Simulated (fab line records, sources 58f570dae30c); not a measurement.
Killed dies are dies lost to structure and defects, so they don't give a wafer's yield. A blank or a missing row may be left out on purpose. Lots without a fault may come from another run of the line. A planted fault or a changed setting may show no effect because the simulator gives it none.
Which tool did it? | flow berkeley_cmos170 | 14 lots, 42 wafers sampled, at 7 steps of a route of 331

WHAT THE GAUGES READ, wafer by wafer
UCB170_GATE_CD_MEAS_90: target cd 350 nm. Usual: cd_nm 350.0 nm, standard deviation 1.2.
lot  | measured     | on        | cd_nm (nm)        | flag
L752 | day 7 07:46  | cd_sem-01 | 350.0 353.2 352.1 |
L750 | day 7 08:36  | cd_sem-01 | 349.2 349.1 348.4 |
L751 | day 7 08:49  | cd_sem-02 | 352.0 350.7 351.6 |
L754 | day 7 22:02  | cd_sem-01 | 346.7 348.5 348.2 |
L756 | day 8 13:10  | cd_sem-02 | 348.8 349.5 349.6 |
L757 | day 8 13:27  | cd_sem-01 | 349.7 348.1 348.7 |
L758 | day 8 13:33  | cd_sem-02 | 351.9 351.6 351.6 |
L759 | day 8 13:44  | cd_sem-01 | 349.7 349.5 350.6 |
L762 | day 9 22:15  | cd_sem-01 | 349.8 348.7 349.3 |
L765 | day 9 22:21  | cd_sem-02 | 350.8 351.4 350.3 |
L764 | day 9 22:28  | cd_sem-02 | 351.7 352.7 350.8 |
L768 | day 11 01:40 | cd_sem-02 | 349.4 349.0 350.6 |
L770 | day 11 01:53 | cd_sem-01 | 348.1 349.3 349.2 |
L771 | day 11 14:54 | cd_sem-02 | 350.1 350.8 348.9 |

UCB170_PSD_OVL_MEAS_07. Usual: PSD_OVL -3 nm, standard deviation 5.8.
lot  | measured     | on         | PSD_OVL (nm) | flag
L752 | day 8 03:20  | overlay-01 | 4 3 8        |
L750 | day 8 02:38  | overlay-01 | -4 -3 -2     |
L751 | day 8 03:38  | overlay-01 | 1 -6 1       |
L754 | day 8 08:47  | overlay-02 | -4 -8 -2     |
L756 | day 9 02:36  | overlay-01 | -7 -7 -11    |
L757 | day 9 02:49  | overlay-02 | -1 1 -4      |
L758 | day 9 02:52  | overlay-01 | -4 -10 -3    |
L759 | day 9 03:27  | overlay-02 | -2 1 -2      |
L762 | day 10 11:10 | overlay-01 | -5 -4 -4     |
L765 | day 10 11:39 | overlay-02 | -6 -8 -4     |
L764 | day 10 11:26 | overlay-01 | -5 -6 -12    |
L768 | day 11 12:04 | overlay-02 | -2 -8 -9     |
L770 | day 11 12:19 | overlay-01 | -10 -8 -10   |
L771 | day 12 01:21 | overlay-01 | 13 12 12     |

UCB170_PSD_TW_MEAS_10. Usual: PSD_TW 2312, standard deviation 25.
lot  | measured     | on            | PSD_TW                        | flag
L752 | day 8 03:38  | film_metro-02 | 2307 2297 2302                |
L750 | day 8 02:55  | film_metro-04 | 2314 2318 2310                |
L751 | day 8 03:55  | film_metro-01 | 2341 2347 2344                |
L754 | day 8 09:04  | film_metro-01 | 2338 2337 2335                |
L756 | day 9 02:53  | film_metro-02 | 2280 2293 2291                |
L757 | day 9 03:07  | film_metro-01 | 2345 2343 2339                |
L758 | day 9 03:10  | film_metro-02 | 2303 2279 2297                |
L759 | day 9 03:44  | film_metro-02 | 2296 2286 2288                |
L762 | day 10 11:37 | film_metro-02 | 2134 2103 2116 2119 2117 2123 | OFF
L765 | day 10 12:05 | film_metro-02 | 2139 2124 2132 2129 2120 2118 | OFF
L764 | day 10 11:43 | film_metro-04 | 2339 2341 2344                |
L768 | day 11 12:22 | film_metro-01 | 2328 2332 2323                |
L770 | day 11 12:36 | film_metro-02 | 2290 2283 2272                |
L771 | day 12 01:38 | film_metro-02 | 2289 2279 2279                |

UCB170_SDANNEAL_RS_MEAS_02: measures by four-point-probe. Usual: PSD_RS 75.60 ohm/sq, standard deviation 0.3.
lot  | measured     | on            | PSD_RS (ohm/sq)                     | flag
L752 | day 8 11:05  | film_metro-01 | 75.61 75.46 75.60                   |
L750 | day 8 09:54  | film_metro-01 | 76.05 76.22 76.15                   |
L751 | day 8 10:56  | film_metro-04 | 75.79 75.32 75.47                   |
L754 | day 8 14:36  | film_metro-02 | 75.37 75.53 75.60                   |
L756 | day 9 09:02  | film_metro-01 | 75.85 75.39 75.80                   |
L757 | day 9 09:47  | film_metro-02 | 75.06 75.41 75.23                   |
L758 | day 9 10:11  | film_metro-04 | 75.44 75.30 75.25                   |
L759 | day 9 10:26  | film_metro-01 | 75.62 75.95 76.13                   |
L762 | day 10 23:54 | film_metro-01 | 89.40 89.96 89.73 89.39 89.90 89.92 | OFF
L765 | day 10 22:20 | film_metro-04 | 90.09 89.51 89.72 90.15 89.48 89.66 | OFF
L764 | day 10 15:27 | film_metro-04 | 75.95 75.60 75.72                   |
L768 | day 11 18:11 | film_metro-01 | 75.83 75.62 75.86                   |
L770 | day 11 17:44 | film_metro-02 | 75.39 75.53 75.70                   |
L771 | day 12 04:37 | film_metro-01 | 75.68 75.87 75.81                   |

WHICH TOOL RAN EACH LOT (tool, then ch and the chambers of the sampled wafers, then the start)
lot  | UCB170_GATE_ETCH_14                | UCB170_PSD_IMPLANT_08           | UCB170_PSD_STRIP_09
L752 | rie_diel-03 ch 0,1, day 7 07:32    | implanter-04 ch 0, day 8 03:24  | plasma_asher-03 ch 0,1, day 8 03:31
L750 | rie_diel-04 ch 0,2,3, day 7 08:19  | implanter-02 ch 0, day 8 02:42  | plasma_asher-02 ch 0,1, day 8 02:50
L751 | rie_diel-03 ch 1,3, day 7 08:37    | implanter-02 ch 0, day 8 03:40  | plasma_asher-03 ch 0,1, day 8 03:49
L754 | rie_diel-04 ch 0,2, day 7 21:51    | implanter-04 ch 0, day 8 08:49  | plasma_asher-03 ch 0,1, day 8 08:58
L756 | rie_diel-04 ch 1,2,3, day 8 12:58  | implanter-01 ch 0, day 9 02:40  | plasma_asher-03 ch 0,1, day 9 02:47
L757 | rie_diel-02 ch 1,2,3, day 8 13:14  | implanter-02 ch 0, day 9 02:52  | plasma_asher-01 ch 0,1, day 9 03:00
L758 | rie_diel-04 ch 2,3, day 8 13:22    | implanter-04 ch 0, day 9 02:55  | plasma_asher-03 ch 0,1, day 9 03:04
L759 | rie_diel-03 ch 0,2,3, day 8 13:32  | implanter-01 ch 0, day 9 03:29  | plasma_asher-03 ch 0,1, day 9 03:38
L762 | rie_diel-04 ch 0,2, day 9 22:02    | implanter-02 ch 0, day 10 11:15 | plasma_asher-03 ch 0,1, day 10 11:30
L765 | rie_diel-03 ch 0,2,3, day 9 22:10  | implanter-02 ch 0, day 10 11:41 | plasma_asher-03 ch 0,1, day 10 11:59
L764 | rie_diel-02 ch 0,1,3, day 9 22:17  | implanter-04 ch 0, day 10 11:28 | plasma_asher-02 ch 0,1, day 10 11:37
L768 | rie_diel-04 ch 0,1,2, day 11 01:20 | implanter-04 ch 0, day 11 12:09 | plasma_asher-02 ch 0,1, day 11 12:16
L770 | rie_diel-04 ch 0,1, day 11 01:42   | implanter-01 ch 0, day 11 12:21 | plasma_asher-03 ch 0,1, day 11 12:30
L771 | rie_diel-03 ch 0,1,2, day 11 14:43 | implanter-01 ch 0, day 12 01:23 | plasma_asher-02 ch 0,1, day 12 01:32
- UCB170_GATE_ETCH_14: etches BARC in N2/H2.
- UCB170_PSD_IMPLANT_08
- UCB170_PSD_STRIP_09: strips in O2.

WHAT THE TOOLS THEMSELVES READ (means of the sampled wafers that have a number; where no wafer has one, the mark that the record gives instead)
UCB170_GATE_ETCH_14. Usual: chamber_pressure_mTorr 29.998 mTorr, standard deviation 0.025; drypump_motor_current_A 5.7 A, standard deviation 0.44; oes_product_au 0.995 a.u., standard deviation 0.016; throttle_valve_pct 13.26 %, standard deviation 0.15.
lot  | tool        | chamber_pressure_mTorr (mTorr) | drypump_motor_current_A (A) | oes_product_au (a.u.) | throttle_valve_pct (%) | flag
L752 | rie_diel-03 | 29.986                         | 5.8                         | 1.012                 | 13.21                  |
L750 | rie_diel-04 | 30.007                         | 5.8                         | 0.979                 | 13.24                  |
L751 | rie_diel-03 | 29.968                         | 6.4                         | 0.994                 | 13.15                  |
L754 | rie_diel-04 | 30.001                         | 5.8                         | 0.984                 | 13.16                  |
L756 | rie_diel-04 | 30.014                         | 5.6                         | 0.990                 | 13.27                  |
L757 | rie_diel-02 | 30.017                         | 5.7                         | 0.990                 | 13.33                  |
L758 | rie_diel-04 | 29.984                         | 6.0                         | 0.984                 | 13.18                  |
L759 | rie_diel-03 | 30.013                         | 5.8                         | 1.002                 | 13.20                  |
L762 | rie_diel-04 | 30.012                         | 5.6                         | 0.997                 | 13.30                  |
L765 | rie_diel-03 | 30.006                         | 5.8                         | 1.009                 | 13.20                  |
L764 | rie_diel-02 | 29.986                         | 6.0                         | 0.995                 | 13.29                  |
L768 | rie_diel-04 | 30.001                         | 5.5                         | 1.003                 | 13.33                  |
L770 | rie_diel-04 | 30.003                         | 5.3                         | 1.000                 | 13.46                  |
L771 | rie_diel-03 | 30.007                         | 5.8                         | 1.007                 | 13.14                  |

UCB170_PSD_IMPLANT_08. Usual: beam_on_s 9.99 s, standard deviation 0.21; faraday_current_uA 9264, standard deviation 190.
lot  | tool         | beam_on_s (s) | faraday_current_uA | flag
L752 | implanter-04 | 9.95          | 9299               |
L750 | implanter-02 | 9.81          | 9428               |
L751 | implanter-02 | 10.03         | 9226               |
L754 | implanter-04 | 9.86          | 9378               |
L756 | implanter-01 | 10.15         | 9133               |
L757 | implanter-02 | 10.00         | 9271               |
L758 | implanter-04 | 9.89          | 9387               |
L759 | implanter-01 | 10.11         | 9148               |
L762 | implanter-02 | 7.75          | 11921              | OFF
L765 | implanter-02 | 7.89          | 11728              | OFF
L764 | implanter-04 | 9.78          | 9465               |
L768 | implanter-04 | 10.03         | 9198               |
L770 | implanter-01 | 10.00         | 9238               |
L771 | implanter-01 | 9.92          | 9338               |

UCB170_PSD_STRIP_09. Usual: chamber_pressure_mTorr 3500 mTorr, standard deviation 3.1; drypump_motor_current_A 5.6 A, standard deviation 0.56; o2_flow_sccm 399.8 sccm, standard deviation 1.1; oes_product_au 0.600 a.u., standard deviation 0.0042; strip_time_to_endpoint_s 29.35 s, standard deviation 0.074.
lot  | tool            | chamber_pressure_mTorr (mTorr) | drypump_motor_current_A (A) | o2_flow_sccm (sccm) | oes_product_au (a.u.) | strip_time_to_endpoint_s (s) | flag
L752 | plasma_asher-03 | 3502                           | 5.2                         | 401.0               | 0.598                 | 29.35                        |
L750 | plasma_asher-02 | 3500                           | 5.4                         | 399.7               | 0.603                 | 29.22                        |
L751 | plasma_asher-03 | 3500                           | 5.6                         | 398.6               | 0.599                 | 29.25                        |
L754 | plasma_asher-03 | 3500                           | 5.5                         | 399.5               | 0.599                 | 29.43                        |
L756 | plasma_asher-03 | 3499                           | 5.2                         | 399.7               | 0.600                 | 29.41                        |
L757 | plasma_asher-01 | 3502                           | 6.2                         | 399.7               | 0.600                 | 29.42                        |
L758 | plasma_asher-03 | 3499                           | 5.2                         | 400.1               | 0.597                 | 29.50                        |
L759 | plasma_asher-03 | 3503                           | 5.2                         | 400.4               | 0.601                 | 29.40                        |
L762 | plasma_asher-03 | 3503                           | 5.2                         | 399.6               | 0.635                 | 26.74                        | OFF
L765 | plasma_asher-03 | 3497                           | 5.2                         | 400.7               | 0.636                 | 26.81                        | OFF
L764 | plasma_asher-02 | 3500                           | 5.4                         | 400.8               | 0.603                 | 29.37                        |
L768 | plasma_asher-02 | 3500                           | 5.4                         | 400.2               | 0.597                 | 29.29                        |
L770 | plasma_asher-03 | 3499                           | 5.5                         | 401.2               | 0.597                 | 29.28                        |
L771 | plasma_asher-02 | 3497                           | 5.7                         | 399.0               | 0.598                 | 29.34                        |

THE ANSWER, worked out from the rows above alone
Rule: a lot is off if the mean of its wafers that have a number lies more than 3 standard deviations from the usual mean. A lot without any number at a reading at which 4 lots or more have one is off too. The other lots that the step has rows for count as sound. The gauges are gone through in route order, then the tools' own readings, and for those a lot's mean is taken as printed above. The first step at which some lot is off is used, and at that step the reading that is off furthest; a lot without a number counts as furthest.
Off: L762, L765, at UCB170_PSD_TW_MEAS_10 (PSD_TW).
A tool fits if, at a process step before that reading, it ran every lot that is off, and no sound lot after the first of them. The gauges at UCB170_PSD_TW_MEAS_10 aren't tried: what is off there is off at UCB170_SDANNEAL_RS_MEAS_02 too, on other tools, and a gauge's error can't cause that. One fits: implanter-02 at UCB170_PSD_IMPLANT_08. Its last sound lot is L757 (day 9 02:52), its first lot that is off L762 (day 10 11:15): a fault that began between those two fits.
The tool's own readings at UCB170_PSD_IMPLANT_08 bear it out: on the lots that are off they differ by more than 5 times the standard deviation of the sound lots' means. beam_on_s reads 7.82 s there against 9.96 s on the sound lots; faraday_current_uA reads 11824 there against 9292 on the sound lots.

WHAT THE SIMULATOR HAD PUT IN
Process parameter drift: implanter-02, from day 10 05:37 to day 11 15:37, at UCB170_PSD_IMPLANT_08. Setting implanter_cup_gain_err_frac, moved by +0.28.
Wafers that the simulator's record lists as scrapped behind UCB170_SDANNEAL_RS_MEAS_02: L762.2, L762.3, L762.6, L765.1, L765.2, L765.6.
Lots struck among those shown: L762, L765. The rule above found the same.
